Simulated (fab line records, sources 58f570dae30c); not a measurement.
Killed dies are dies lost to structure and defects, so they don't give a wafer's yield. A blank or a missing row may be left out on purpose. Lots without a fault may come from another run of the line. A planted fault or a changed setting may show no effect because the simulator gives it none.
fab line records | flow berkeley_cmos170
record lots=5 wafers=15 last_day=12
route steps=331 shown CONTACT@226 M1@238 V1@254
lots that met no fault: from a run of the same line without faults
start_h: hours from the record's first day to the start of the lot's first wafer shown | wait_h: hours since the lot's step before | " the same as in the row above | L1.1+2: a row that stands for several wafers | - no value, or no start given | * or withheld: withheld | < > ~ a bound
route shown NAME@n: a module of which the file shows steps, and the number in the route of the first | usual: mean/standard deviation of fault-free wafers | same: alike in all rows | chamber/n: place in a boat | sites: the reading at each site | _std_site: their standard deviation | _edge_site: outer sites' mean less inner sites' | radius_mm: how far each site lies from the wafer's centre | mask NAME#n: copy n | behind: the tool/chamber that last shaped the wafer | hold: why the lot was held/for how many hours/how that ended | device: the transistor (n, p or np) that didn't switch | end of line: the same wafers' tests at the end of the route | a step without rows: its recipe alone | killed: dies lost to structure and defects at the first sort, not the wafer's yield | map: a wafer's dies, x killed, . not, _ none there
set.NAME: the setting as run; set.NAME@STEP: as run at that earlier step | model.NAME: the simulator's own value behind a step, which no gauge read
lots at some steps of the route; a table a step, a row a wafer
services: from which hour (start_h, from the record's first day; less than 0 if before it) a tool's chamber was out of use, for how many hours, and why
## steps
# step UCB170_CONTACT_COAT_10
# recipe resist=KrF spin_rpm=1500 resist_thk_nm=900
# usual resist_line_temp_C=23.02/0.1
# columns lot.wafer tool chamber start_h wait_h resist_line_temp_C
L078.2 litho_track-02 0 - - 23.02
L078.3 " 0 " " 23.04
L078.4 " 0 " " 23.06
L083.1 litho_track-01 0 - - 23.13
L083.2 " 0 " " 23.05
L083.4 " 0 " " 23.00
L087.2 litho_track-02 0 - - 23.22
L087.4 " 0 " " 22.99
L087.5 " 0 " " 23.00
L089.1 litho_track-02 0 - - 22.97
L089.2 " 0 " " 22.88
L089.4 " 0 " " 22.95
L095.1 litho_track-04 0 - - 22.96
L095.2 " 0 " " 23.22
L095.6 " 0 " " 23.09
# step UCB170_CONTACT_SOFTBAKE_11
# recipe resist=KrF temp_c=130 time_s=60
# usual resist_line_temp_C=22.99/0.098
# columns lot.wafer tool chamber start_h wait_h resist_line_temp_C
L078.2 litho_track-02 0 - - 22.91
L078.3 " 0 " " 22.96
L078.4 " 0 " " 23.04
L083.1 litho_track-01 0 - - 23.05
L083.2 " 0 " " 23.15
L083.4 " 0 " " 23.12
L087.2 litho_track-02 0 - - 22.90
L087.4 " 0 " " 22.91
L087.5 " 0 " " 22.88
L089.1 litho_track-02 0 - - 23.00
L089.2 " 0 " " 22.94
L089.4 " 0 " " 23.01
L095.1 litho_track-04 0 - - 23.06
L095.2 " 0 " " 22.89
L095.6 " 0 " " 22.95
# step UCB170_CONTACT_EXPOSE_12
# recipe mask_id=CONT target_cd_nm=700 na=0.5 sigma_outer=0.6 source_shape=conventional dose_mj=35
# columns lot.wafer tool chamber start_h wait_h mask
L078.2+3+4 krf_scanner-01 0 182.81 - CONT#0
L083.1+2+4 krf_scanner-01 0 206.33 - CONT#0
L087.2+4+5 krf_scanner-01 0 214.93 - CONT#0
L089.1+2+4 krf_scanner-02 0 233.98 - CONT#0
L095.1+2+6 krf_scanner-01 0 277.29 - CONT#0
# step UCB170_CONTACT_PEB_13
# recipe peb_temp_c=130 peb_time_s=withheld resist=KrF
# usual resist_line_temp_C=23.02/0.11
# columns lot.wafer tool chamber start_h wait_h resist_line_temp_C
L078.2 litho_track-04 0 183.13 0.3 22.99
L078.3 " 0 " " 22.97
L078.4 " 0 " " 23.01
L083.1 litho_track-02 0 206.72 0.4 22.86
L083.2 " 0 " " 22.98
L083.4 " 0 " " 22.98
L087.2 litho_track-04 0 215.73 0.8 23.00
L087.4 " 0 " " 22.98
L087.5 " 0 " " 22.95
L089.1 litho_track-01 0 234.10 0.1 23.11
L089.2 " 0 " " 22.95
L089.4 " 0 " " 23.03
L095.1 litho_track-01 0 277.56 0.3 23.07
L095.2 " 0 " " 22.96
L095.6 " 0 " " 23.12
# step UCB170_CONTACT_DEVELOP_14
# recipe developer=TMAH develop_time_s=45 resist=KrF dev_temp_c=21
# usual resist_line_temp_C=22.99/0.11
# columns lot.wafer tool chamber start_h wait_h resist_line_temp_C
L078.2 litho_track-04 0 - - 23.01
L078.3 " 0 " " 22.98
L078.4 " 0 " " 23.04
L083.1 litho_track-02 0 - - 23.10
L083.2 " 0 " " 23.05
L083.4 " 0 " " 23.16
L087.2 litho_track-04 0 - - 23.13
L087.4 " 0 " " 23.05
L087.5 " 0 " " 22.96
L089.1 litho_track-01 0 - - 22.92
L089.2 " 0 " " 22.88
L089.4 " 0 " " 22.97
L095.1 litho_track-01 0 - - 22.84
L095.2 " 0 " " 22.93
L095.6 " 0 " " 23.01
# step UCB170_CONTACT_CD_MEAS_15
# recipe target_cd_nm=700
# usual cd_nm=699.9/1.3
# columns lot.wafer tool chamber start_h wait_h cd_nm
L078.2 cd_sem-02 - 183.40 - 699.1
L078.3 " - " " 699.3
L078.4 " - " " 700.2
L083.1 cd_sem-02 - 207.00 - 699.6
L083.2 " - " " 700.1
L083.4 " - " " 698.9
L087.2 cd_sem-01 - 216.00 - 699.4
L087.4 " - " " 699.2
L087.5 " - " " 699.1
L089.1 cd_sem-01 - 234.37 - 698.5
L089.2 " - " " 699.2
L089.4 " - " " 698.7
L095.1 cd_sem-02 - 277.84 - 701.9
L095.2 " - " " 701.5
L095.6 " - " " 700.2
# step UCB170_CONTACT_OVL_MEAS_16
# usual CONTACT_OVL=4/4.6
# columns lot.wafer tool chamber start_h wait_h CONTACT_OVL[nm]
L078.2 overlay-01 - 183.51 0.1 14
L078.3 " - " " 13
L078.4 " - " " 13
L083.1 overlay-01 - 207.12 0.1 2
L083.2 " - " " 7
L083.4 " - " " 3
L087.2 overlay-02 - 216.11 0.1 10
L087.4 " - " " 6
L087.5 " - " " 3
L089.1 overlay-02 - 234.49 0.1 6
L089.2 " - " " 7
L089.4 " - " " 6
L095.1 overlay-01 - 277.96 0.1 10
L095.2 " - " " 8
L095.6 " - " " 11
# step UCB170_CONTACT_ETCH_17
# recipe chemistry=N2/H2 target_depth_a=withheld overetch_a=withheld target=BARC time_s=withheld source_w=500 bias_w=100 pressure_mtorr=30 n2_flow_sccm=100 h2_flow_sccm=200
# usual drypump_motor_current_A=5.96/0.27 oes_product_au=0.994/0.018 throttle_valve_pct=13.34/0.12
# columns lot.wafer tool chamber start_h wait_h drypump_motor_current_A oes_product_au throttle_valve_pct
L078.2 rie_diel-01 0 183.54 0.0 6.04 0.978 13.42
L078.3 " 2 " " 6.12 0.981 13.48
L078.4 " 3 " " 5.90 1.021 13.31
L083.1 rie_diel-02 3 207.15 0.0 5.91 0.980 13.30
L083.2 " 1 " " 6.34 1.001 13.10
L083.4 " 1 " " 6.38 0.998 13.09
L087.2 rie_diel-03 2 216.14 0.0 5.66 0.991 13.26
L087.4 " 2 " " 5.65 0.988 13.26
L087.5 " 0 " " 6.04 1.020 13.43
L089.1 rie_diel-02 1 234.53 0.0 6.36 0.998 13.11
L089.2 " 2 " " 5.14 0.988 13.37
L089.4 " 0 " " 6.28 0.995 13.38
L095.1 rie_diel-01 0 277.99 0.0 6.01 0.968 13.43
L095.2 " 3 " " 5.92 1.028 13.30
L095.6 " 0 " " 6.05 0.974 13.41
# step UCB170_CONTACT_ETCH_18
# recipe chemistry=CHF3/CF4/Ar target=PSG stop_on=TiSi2 CHF3_flow_sccm=45 cf4_flow_sccm=15 Ar_flow_sccm=150 pressure_mtorr=200 rf_w=700 target_depth_a=8400 over_etch_frac=0.2 time_s=195
# usual drypump_motor_current_A=5.96/0.27 oes_product_au=0.891/0.012 throttle_valve_pct=6.94/0.09
# columns lot.wafer tool chamber start_h wait_h drypump_motor_current_A oes_product_au rf_hours_counter_h throttle_valve_pct
L078.2 rie_diel-01 0 - - 6.06 0.865 53 7.09
L078.3 " 2 " " 6.09 0.877 108 7.06
L078.4 " 3 " " 5.89 0.894 13 6.83
L083.1 rie_diel-02 3 - - 5.89 0.872 18 6.92
L083.2 " 1 " " 6.38 0.900 129 6.90
L083.4 " 1 " " 6.35 0.895 - 6.89
L087.2 rie_diel-03 2 - - 5.67 0.899 7 6.87
L087.4 " 2 " " 5.64 0.889 - 6.87
L087.5 " 0 " " 6.06 0.910 - 6.91
L089.1 rie_diel-02 1 - - 6.35 0.893 131 6.89
L089.2 " 2 " " 5.11 0.894 1 6.99
L089.4 " 0 " " 6.27 0.886 39 6.96
L095.1 rie_diel-01 0 - - 6.05 0.856 57 7.06
L095.2 " 3 " " 5.92 0.889 18 6.83
L095.6 " 0 " " 6.02 0.865 - 7.09
# step UCB170_CONTACT_STRIP_19
# recipe chemistry=O2 power_w=400 pressure_mtorr=3500 platen_temp_c=withheld o2_flow_sccm=400 overash_fraction=0.5
# usual drypump_motor_current_A=5.7/0.61 oes_product_au=0.726/0.0048
# same overash_fraction=0.5
# columns lot.wafer tool chamber start_h wait_h drypump_motor_current_A oes_product_au rf_hours_counter_h
L078.2 plasma_asher-03 1 183.70 - 6.0 0.721 45
L078.3 " 1 " " 6.0 0.731 -
L078.4 " 0 " " 5.5 0.724 -
L083.1 plasma_asher-03 0 207.32 - 5.5 0.735 47
L083.2 " 1 " " 6.0 0.722 47
L083.4 " 0 " " 5.5 0.728 -
L087.2 plasma_asher-02 0 216.39 - 4.8 0.734 41
L087.4 " 1 " " 6.6 0.722 -
L087.5 " 0 " " 4.8 0.721 -
L089.1 plasma_asher-01 0 234.70 - 5.8 0.727 14
L089.2 " 1 " " 5.8 0.726 14
L089.4 " 1 " " 5.8 0.724 -
L095.1 plasma_asher-01 0 278.16 - 5.8 0.721 18
L095.2 " 1 " " 5.8 0.729 18
L095.6 " 0 " " 5.8 0.716 -
# step UCB170_CONTACT_CD_MEAS_90
# recipe target_cd_nm=700
# usual cd_nm=699.8/1.6
# columns lot.wafer tool chamber start_h wait_h cd_nm
L078.2 cd_sem-01 - 183.82 0.1 700.2
L078.3 " - " " 700.1
L078.4 " - " " 701.1
L083.1 cd_sem-02 - 207.42 0.1 698.2
L083.2 " - " " 699.6
L083.4 " - " " 698.8
L087.2 cd_sem-01 - 216.51 0.1 698.6
L087.4 " - " " 698.8
L087.5 " - " " 699.3
L089.1 cd_sem-02 - 234.80 0.1 697.2
L089.2 " - " " 700.4
L089.4 " - " " 698.3
L095.1 cd_sem-02 - 278.26 0.1 702.7
L095.2 " - " " 702.5
L095.6 " - " " 701.3
# step UCB170_CONTACT_CLEAN_20
# recipe chemistry=SPM temp_c=120 time_s=600
# columns lot.wafer tool chamber start_h wait_h
L078.2+3+4 wet_bench-01 2 183.92 0.1
L083.1+2+4 wet_bench-04 2 207.54 0.1
L087.2+4+5 wet_bench-02 1 216.61 0.1
L089.1+2+4 wet_bench-02 2 235.09 0.3
L095.1+2+6 wet_bench-02 0 278.38 0.1
# step UCB170_M1_SPUTTER_00
# recipe material=Al target_thk_nm=600 time_s=80 power_w=6000 chamber_pressure_pa=0.5
# usual throttle_valve_pct=29.8/0.84
# columns lot.wafer tool chamber start_h wait_h throttle_valve_pct
L078.2 pvd_sputter-02 - 184.11 0.0 30.9
L078.3 " - " " 29.7
L078.4 " - " " 28.5
L083.1 pvd_sputter-02 - 207.72 0.0 29.7
L083.2 " - " " 30.8
L083.4 " - " " 29.4
L087.2 pvd_sputter-03 - 216.78 0.0 28.2
L087.4 " - " " 30.9
L087.5 " - " " 30.0
L089.1 pvd_sputter-03 - 235.26 0.0 30.2
L089.2 " - " " 30.0
L089.4 " - " " 28.4
L095.1 pvd_sputter-02 - 278.56 0.0 29.5
L095.2 " - " " 31.0
L095.6 " - " " 30.7
# step UCB170_M1_RS_MEAS_01
# recipe thk_meas_gauge=four-point-probe reads=Al_of_M1_SPUTTER_00
# usual M1_AL_RS=0.0489/0.00063
# columns lot.wafer tool chamber start_h wait_h M1_AL_RS[ohm/sq]
L078.2 film_metro-01 - 184.20 0.1 0.0494
L078.3 " - " " 0.0486
L078.4 " - " " 0.0494
L083.1 film_metro-03 - 207.78 0.0 0.0478
L083.2 " - " " 0.0489
L083.4 " - " " 0.0476
L087.2 film_metro-03 - 216.86 0.1 0.0485
L087.4 " - " " 0.0490
L087.5 " - " " 0.0479
L089.1 film_metro-03 - 235.33 0.0 0.0489
L089.2 " - " " 0.0487
L089.4 " - " " 0.0496
L095.1 film_metro-04 - 278.63 0.0 0.0486
L095.2 " - " " 0.0494
L095.6 " - " " 0.0493
# step UCB170_M1_THK_MEAS_02
# recipe thk_meas_gauge=xrf reads=Al_of_M1_SPUTTER_00
# usual M1_AL_THK=604/9
# columns lot.wafer tool chamber start_h wait_h M1_AL_THK[nm]
L078.2 film_metro-01 - 184.31 0.1 599
L078.3 " - " " 605
L078.4 " - " " 592
L083.1 film_metro-03 - 207.90 0.1 622
L083.2 " - " " 610
L083.4 " - " " 626
L087.2 film_metro-03 - 216.97 0.1 612
L087.4 " - " " 604
L087.5 " - " " 619
L089.1 film_metro-03 - 235.45 0.1 606
L089.2 " - " " 606
L089.4 " - " " 596
L095.1 film_metro-04 - 278.75 0.1 608
L095.2 " - " " 594
L095.6 " - " " 596
# step UCB170_M1_COAT_03
# recipe resist=BARC temp_c=withheld time_s=withheld spin_rpm=3000 resist_thk_nm=withheld
# usual resist_line_temp_C=*
# columns lot.wafer tool chamber start_h wait_h resist_line_temp_C
L078.2 litho_track-01 0 184.66 0.3 *
L078.3 " 0 " " *
L078.4 " 0 " " *
L083.1 litho_track-01 0 207.96 0.1 *
L083.2 " 0 " " *
L083.4 " 0 " " *
L087.2 litho_track-02 0 217.05 0.1 *
L087.4 " 0 " " *
L087.5 " 0 " " *
L089.1 litho_track-03 0 235.51 0.1 *
L089.2 " 0 " " *
L089.4 " 0 " " *
L095.1 litho_track-02 0 279.07 0.3 *
L095.2 " 0 " " *
L095.6 " 0 " " *
# step UCB170_M1_COAT_04
# recipe resist=KrF spin_rpm=1500 resist_thk_nm=900
# usual resist_line_temp_C=23.02/0.12
# columns lot.wafer tool chamber start_h wait_h resist_line_temp_C
L078.2 litho_track-01 0 - - 23.18
L078.3 " 0 " " 23.01
L078.4 " 0 " " 23.10
L083.1 litho_track-01 0 - - 23.18
L083.2 " 0 " " 23.07
L083.4 " 0 " " 23.17
L087.2 litho_track-02 0 - - 22.78
L087.4 " 0 " " 22.78
L087.5 " 0 " " 22.66
L089.1 litho_track-03 0 - - 23.09
L089.2 " 0 " " 23.12
L089.4 " 0 " " 22.96
L095.1 litho_track-02 0 - - 22.99
L095.2 " 0 " " 22.99
L095.6 " 0 " " 23.13
# step UCB170_M1_SOFTBAKE_05
# recipe resist=KrF temp_c=130 time_s=60
# usual resist_line_temp_C=22.99/0.11
# columns lot.wafer tool chamber start_h wait_h resist_line_temp_C
L078.2 litho_track-01 0 - - 22.85
L078.3 " 0 " " 22.95
L078.4 " 0 " " 22.95
L083.1 litho_track-01 0 - - 22.97
L083.2 " 0 " " 22.97
L083.4 " 0 " " 22.86
L087.2 litho_track-02 0 - - 23.23
L087.4 " 0 " " 23.00
L087.5 " 0 " " 23.01
L089.1 litho_track-03 0 - - 23.00
L089.2 " 0 " " 23.12
L089.4 " 0 " " 23.04
L095.1 litho_track-02 0 - - 22.90
L095.2 " 0 " " 22.78
L095.6 " 0 " " 22.76
# step UCB170_M1_EXPOSE_06
# recipe mask_id=METAL1 target_cd_nm=700 na=0.5 sigma_outer=0.6 source_shape=conventional dose_mj=21.37
# columns lot.wafer tool chamber start_h wait_h mask
L078.2+3+4 krf_scanner-02 0 185.10 - METAL1#0
L083.1+2+4 krf_scanner-01 0 208.41 - METAL1#0
L087.2+4+5 krf_scanner-01 0 217.71 - METAL1#0
L089.1+2+4 krf_scanner-02 0 236.08 - METAL1#0
L095.1+2+6 krf_scanner-01 0 279.52 - METAL1#0
# step UCB170_M1_PEB_07
# recipe peb_temp_c=130 peb_time_s=withheld resist=KrF
# usual resist_line_temp_C=23.01/0.11
# columns lot.wafer tool chamber start_h wait_h resist_line_temp_C
L078.2 litho_track-03 0 185.23 0.1 23.06
L078.3 " 0 " " 23.10
L078.4 " 0 " " 23.04
L083.1 litho_track-02 0 208.52 0.1 22.88
L083.2 " 0 " " 22.92
L083.4 " 0 " " 22.79
L087.2 litho_track-02 0 217.84 0.1 22.97
L087.4 " 0 " " 23.04
L087.5 " 0 " " 23.01
L089.1 litho_track-03 0 236.20 0.1 22.97
L089.2 " 0 " " 23.07
L089.4 " 0 " " 23.11
L095.1 litho_track-03 0 280.05 0.5 23.07
L095.2 " 0 " " 23.01
L095.6 " 0 " " 23.09
# step UCB170_M1_DEVELOP_08
# recipe developer=TMAH develop_time_s=45 resist=KrF dev_temp_c=21
# usual resist_line_temp_C=23.00/0.12
# columns lot.wafer tool chamber start_h wait_h resist_line_temp_C
L078.2 litho_track-03 0 - - 22.99
L078.3 " 0 " " 23.08
L078.4 " 0 " " 23.01
L083.1 litho_track-02 0 - - 23.29
L083.2 " 0 " " 23.09
L083.4 " 0 " " 23.15
L087.2 litho_track-02 0 - - 23.02
L087.4 " 0 " " 22.88
L087.5 " 0 " " 22.97
L089.1 litho_track-03 0 - - 22.95
L089.2 " 0 " " 23.12
L089.4 " 0 " " 23.16
L095.1 litho_track-03 0 - - 23.18
L095.2 " 0 " " 23.11
L095.6 " 0 " " 23.10
# step UCB170_M1_CD_MEAS_09
# recipe target_cd_nm=700
# usual cd_nm=699.8/1.3
# columns lot.wafer tool chamber start_h wait_h cd_nm
L078.2 cd_sem-01 - 185.50 - 698.4
L078.3 " - " " 699.4
L078.4 " - " " 697.1
L083.1 cd_sem-01 - 208.80 - 700.1
L083.2 " - " " 700.1
L083.4 " - " " 698.4
L087.2 cd_sem-02 - 218.11 - 698.6
L087.4 " - " " 699.2
L087.5 " - " " 697.3
L089.1 cd_sem-02 - 236.47 - 699.4
L089.2 " - " " 700.9
L089.4 " - " " 699.2
L095.1 cd_sem-01 - 280.33 - 700.6
L095.2 " - " " 699.7
L095.6 " - " " 700.7
# step UCB170_M1_OVL_MEAS_10
# usual M1_OVL=4/6
# columns lot.wafer tool chamber start_h wait_h M1_OVL[nm]
L078.2 overlay-02 - 185.60 0.1 0
L078.3 " - " " 5
L078.4 " - " " 0
L083.1 overlay-02 - 208.92 0.1 11
L083.2 " - " " 9
L083.4 " - " " 11
L087.2 overlay-02 - 218.22 0.1 0
L087.4 " - " " 0
L087.5 " - " " -1
L089.1 overlay-01 - 236.59 0.1 -2
L089.2 " - " " 7
L089.4 " - " " 4
L095.1 overlay-02 - 280.45 0.1 -4
L095.2 " - " " -6
L095.6 " - " " -11
# step UCB170_M1_ETCH_11
# recipe chemistry=N2/H2 target_depth_a=withheld overetch_a=withheld target=BARC time_s=withheld source_w=500 bias_w=100 pressure_mtorr=30 n2_flow_sccm=100 h2_flow_sccm=200
# usual drypump_motor_current_A=5.8/0.4 oes_product_au=0.987/0.016 throttle_valve_pct=13.37/0.093
# columns lot.wafer tool chamber start_h wait_h drypump_motor_current_A oes_product_au throttle_valve_pct
L078.2 rie_diel-04 0 185.63 0.0 5.8 0.989 13.43
L078.3 " 1 " " 6.0 0.990 13.24
L078.4 " 3 " " 5.0 0.974 13.37
L083.1 rie_diel-04 2 208.95 0.0 5.3 0.990 13.50
L083.2 " 0 " " 5.8 0.984 13.42
L083.4 " 1 " " 6.1 0.990 13.26
L087.2 rie_diel-01 3 218.25 0.0 5.9 1.021 13.33
L087.4 " 2 " " 6.1 0.967 13.46
L087.5 " 0 " " 6.0 0.987 13.42
L089.1 rie_diel-01 2 236.63 0.0 6.1 0.986 13.48
L089.2 " 0 " " 6.0 0.992 13.42
L089.4 " 3 " " 5.9 1.024 13.31
L095.1 rie_diel-01 3 280.48 0.0 5.9 1.026 13.31
L095.2 " 2 " " 6.1 0.982 13.48
L095.6 " 1 " " 6.1 0.976 13.24
# step UCB170_M1_METAL_ETCH_12
# recipe chemistry=Cl2/BCl3 target=Al stop_on=PSG pressure_mtorr=12 target_depth_a=7800 over_etch_frac=0.3 time_s=130 icp_w=600 bias_w=120 Cl2_flow_sccm=90 bcl3_flow_sccm=45
# usual drypump_motor_current_A=6.0/0.41 oes_product_au=0.846/0.012 throttle_valve_pct=24.53/0.25
# columns lot.wafer tool chamber start_h wait_h drypump_motor_current_A oes_product_au rf_hours_counter_h throttle_valve_pct
L078.2 rie_metal-03 1 185.67 - 6.1 0.847 9 24.74
L078.3 " 1 " " 6.0 0.857 - 24.72
L078.4 " 0 " " 6.3 0.834 - 24.85
L083.1 rie_metal-04 1 209.00 - 6.2 0.839 10 24.60
L083.2 " 0 " " 6.2 0.843 11 24.34
L083.4 " 0 " " 6.2 0.860 - 24.31
L087.2 rie_metal-04 0 218.29 - 6.3 0.855 11 24.34
L087.4 " 0 " " 6.3 0.847 - 24.33
L087.5 " 1 " " 6.2 0.844 - 24.59
L089.1 rie_metal-03 1 236.67 - 6.0 0.858 11 24.74
L089.2 " 0 " " 6.3 0.834 8 24.85
L089.4 " 0 " " 6.3 0.820 - 24.86
L095.1 rie_metal-01 0 280.52 - 5.0 0.842 8 24.62
L095.2 " 1 " " 6.0 0.859 15 24.07
L095.6 " 1 " " 6.0 0.858 - 24.09
# step UCB170_M1_STRIP_13
# recipe chemistry=O2 power_w=400 pressure_mtorr=3500 platen_temp_c=withheld o2_flow_sccm=400 overash_fraction=0.5
# usual drypump_motor_current_A=5.7/0.45 oes_product_au=0.720/0.0048
# same overash_fraction=0.5
# columns lot.wafer tool chamber start_h wait_h drypump_motor_current_A oes_product_au rf_hours_counter_h
L078.2 plasma_asher-04 0 185.81 0.1 5.6 0.715 48
L078.3 " 1 " " 5.6 0.717 -
L078.4 " 0 " " 5.6 0.726 -
L083.1 plasma_asher-01 1 209.13 0.1 5.8 0.731 11
L083.2 " 0 " " 5.8 0.716 11
L083.4 " 1 " " 5.8 0.716 -
L087.2 plasma_asher-02 0 218.42 0.1 4.8 0.726 41
L087.4 " 0 " " 4.8 0.721 -
L087.5 " 1 " " 6.6 0.717 -
L089.1 plasma_asher-04 0 236.80 0.1 5.7 0.721 54
L089.2 " 1 " " 5.6 0.727 54
L089.4 " 0 " " 5.7 0.732 -
L095.1 plasma_asher-01 0 280.66 0.1 5.8 0.719 19
L095.2 " 1 " " 5.8 0.724 19
L095.6 " 1 " " 5.8 0.720 -
# step UCB170_M1_CD_MEAS_90
# recipe target_cd_nm=700
# usual cd_nm=700.0/2.4
# columns lot.wafer tool chamber start_h wait_h cd_nm
L078.2 cd_sem-02 - 185.93 0.1 699.5
L078.3 " - " " 703.4
L078.4 " - " " 696.3
L083.1 cd_sem-01 - 209.23 0.1 704.0
L083.2 " - " " 702.0
L083.4 " - " " 700.5
L087.2 cd_sem-01 - 218.54 0.1 700.4
L087.4 " - " " 699.7
L087.5 " - " " 700.8
L089.1 cd_sem-02 - 236.90 0.1 701.0
L089.2 " - " " 699.2
L089.4 " - " " 697.0
L095.1 cd_sem-01 - 280.81 0.1 699.4
L095.2 " - " " 696.8
L095.6 " - " " 696.9
# step UCB170_M1_ANNEAL_14
# recipe temp_c=400 time_s=1200 ambient=forming_gas
# usual spike_tc_centre_C=401.3/1
# columns lot.wafer tool chamber start_h wait_h spike_tc_centre_C
L078.2 furnace-03 0 186.07 0.1 402.0
L078.3 " 0 " " 402.7
L078.4 " 0 " " 400.4
L083.1 furnace-03 0 209.61 0.4 401.4
L083.2 " 0 " " 400.2
L083.4 " 0 " " 402.5
L087.2 furnace-03 0 218.69 0.1 401.1
L087.4 " 0 " " 400.7
L087.5 " 0 " " 402.3
L089.1 furnace-03 0 237.02 0.1 402.4
L089.2 " 0 " " 399.8
L089.4 " 0 " " 400.2
L095.1 furnace-03 0 281.62 0.8 401.9
L095.2 " 0 " " 402.0
L095.6 " 0 " " 401.6
# step UCB170_V1_CVD_00
# recipe material=SiO2 target_thk_nm=2000 temp_c=390 precursor=TEOS/O2 time_s=250 rf_w=550 pressure_mtorr=9000
# usual heater_power_w=249/62
# columns lot.wafer tool chamber start_h wait_h heater_power_w
L078.2 pecvd-02 1 187.40 0.0 263
L078.3 " 2 " " 367
L078.4 " 0 " " 262
L083.1 pecvd-02 2 210.94 0.0 393
L083.2 " 0 " " 232
L083.4 " 2 " " 289
L087.2 pecvd-02 0 220.02 0.0 253
L087.4 " 2 " " 384
L087.5 " 1 " " 265
L089.1 pecvd-04 1 238.36 0.0 172
L089.2 " 0 " " 190
L089.4 " 1 " " 126
L095.1 pecvd-01 2 282.96 0.0 240
L095.2 " 1 " " 291
L095.6 " 2 " " 187
# step UCB170_V1_THK_MEAS_01
# recipe reads=SiO2_of_V1_CVD_00
# usual V1_TEOS_THK=2007/20
# columns lot.wafer tool chamber start_h wait_h V1_TEOS_THK[nm]
L078.2 film_metro-02 - 187.57 0.1 1978
L078.3 " - " " 1975
L078.4 " - " " 2054
L083.1 film_metro-02 - 211.10 0.1 1987
L083.2 " - " " 2005
L083.4 " - " " 2012
L087.2 film_metro-02 - 220.25 0.1 1977
L087.4 " - " " 2023
L087.5 " - " " 1983
L089.1 film_metro-01 - 238.51 0.1 2007
L089.2 " - " " 1981
L089.4 " - " " 2019
L095.1 film_metro-01 - 283.11 0.1 1977
L095.2 " - " " 1992
L095.6 " - " " 2009
# step UCB170_V1_CMP_02
# recipe material=SiO2 down_force_psi=6 platen_rpm=60 pad_velocity_m_s=0.75398
# usual edge_zone_pressure_frac=1.000/0.0047 motor_current_A=16.9/1.9
# columns lot.wafer tool chamber start_h wait_h edge_zone_pressure_frac motor_current_A
L078.3 cmp-01 0 187.62 0.0 1.001 14.8
L078.4 " 1 " " 0.999 17.1
L078.2 " 3 " " 0.999 19.6
L083.2 cmp-02 3 211.46 0.3 0.994 18.5
L083.4 " 0 " " 0.995 17.0
L083.1 " 2 " " 1.003 15.6
L087.2 cmp-01 1 220.59 0.3 1.003 16.6
L087.4 " 2 " " 0.990 14.5
L087.5 " 0 " " 1.006 14.6
L089.4 cmp-02 2 238.57 0.0 1.003 15.1
L089.1 " 3 " " 1.010 18.9
L089.2 " 1 " " 1.003 18.7
L095.1 cmp-02 2 283.27 0.1 1.007 15.3
L095.2 " 3 " " 0.998 20.1
L095.6 " 0 " " 0.990 17.7
# step UCB170_V1_BOW_MEAS_03
# recipe mode=bow
# usual V1_BOW=19/6.8
# columns lot.wafer tool chamber start_h wait_h V1_BOW[um]
L078.2 film_metro-04 - 187.94 0.1 18
L078.3 " - " " 18
L078.4 " - " " 11
L083.1 film_metro-02 - 211.76 0.1 24
L083.2 " - " " 23
L083.4 " - " " 11
L087.2 film_metro-04 - 220.86 0.2 29
L087.4 " - " " 20
L087.5 " - " " 21
L089.1 film_metro-02 - 238.87 0.2 17
L089.2 " - " " 13
L089.4 " - " " 25
L095.1 film_metro-01 - 283.48 0.2 11
L095.2 " - " " 15
L095.6 " - " " 22
# step UCB170_V1_THK_MEAS_04
# recipe reads=SiO2_of_V1_CVD_00
# usual V1_POLISHED_THK=1000.3/1.2
# columns lot.wafer tool chamber start_h wait_h V1_POLISHED_THK[nm]
L078.2 film_metro-04 - 188.05 0.1 1003.2
L078.3 " - " " 1001.4
L078.4 " - " " 1000.1
L083.1 film_metro-02 - 211.88 0.1 999.9
L083.2 " - " " 1000.3
L083.4 " - " " 1000.9
L087.2 film_metro-04 - 220.97 0.1 1000.6
L087.4 " - " " 1001.4
L087.5 " - " " 1001.8
L089.1 film_metro-02 - 238.99 0.1 1001.2
L089.2 " - " " 1000.0
L089.4 " - " " 999.5
L095.1 film_metro-01 - 283.60 0.1 1000.2
L095.2 " - " " 1000.0
L095.6 " - " " 1002.1
# step UCB170_V1_CLEAN_05
# recipe chemistry=DIW
# columns lot.wafer tool chamber start_h wait_h
L078.2+3+4 wet_bench-04 2 188.58 0.5
L083.1+2+4 wet_bench-01 2 211.94 0.1
L087.2+4+5 wet_bench-01 2 221.02 0.0
L089.1+2+4 wet_bench-01 2 239.38 0.4
L095.1+2+6 wet_bench-01 3 284.41 0.8
# step UCB170_V1_HMDS_06
# recipe prime_time_s=60 prime_temp_c=100
# usual resist_line_temp_C=22.99/0.11
# columns lot.wafer tool chamber start_h wait_h resist_line_temp_C
L078.2 litho_track-04 0 189.44 0.7 22.89
L078.3 " 0 " " 22.94
L078.4 " 0 " " 22.95
L083.1 litho_track-02 0 212.26 0.2 22.90
L083.2 " 0 " " 22.72
L083.4 " 0 " " 22.95
L087.2 litho_track-03 0 221.44 0.2 22.80
L087.4 " 0 " " 22.92
L087.5 " 0 " " 22.94
L089.1 litho_track-04 0 239.86 0.3 23.00
L089.2 " 0 " " 22.90
L089.4 " 0 " " 23.17
L095.1 litho_track-02 0 284.58 0.0 22.97
L095.2 " 0 " " 22.84
L095.6 " 0 " " 22.89
## services
# columns tool chamber start_h hours kind
rie_diel-02 2 165.62 9.0 repair
rie_metal-03 0 169.12 11.0 repair
cmp-02 - 176.97 1.1 repair
pvd_sputter-02 - 178.80 2.2 repair
rie_metal-04 1 180.35 10.7 repair
cmp-01 - 183.25 1.0 repair
rie_diel-01 1 195.11 4.2 repair
krf_scanner-01 - 199.38 1.0 pm
krf_scanner-01 - 203.53 0.8 pm
rie_diel-01 - 205.18 0.5 repair
rie_diel-03 3 209.12 14.9 repair
cmp-01 - 211.02 0.9 repair
rie_diel-03 1 212.44 5.0 repair
pvd_sputter-02 - 218.16 1.7 repair
rie_diel-03 1 218.18 2.8 repair
rie_diel-04 3 221.93 1.6 repair
pvd_sputter-03 - 224.55 1.1 repair
rie_diel-04 2 226.37 4.3 repair
cmp-02 - 232.00 4.0 pm
rie_metal-03 - 232.68 2.8 pm
krf_scanner-02 - 246.68 4.0 pm
krf_scanner-02 - 266.56 1.2 repair
krf_scanner-02 - 281.80 1.3 pm
krf_scanner-02 - 283.10 0.8 pm
## key
fault none
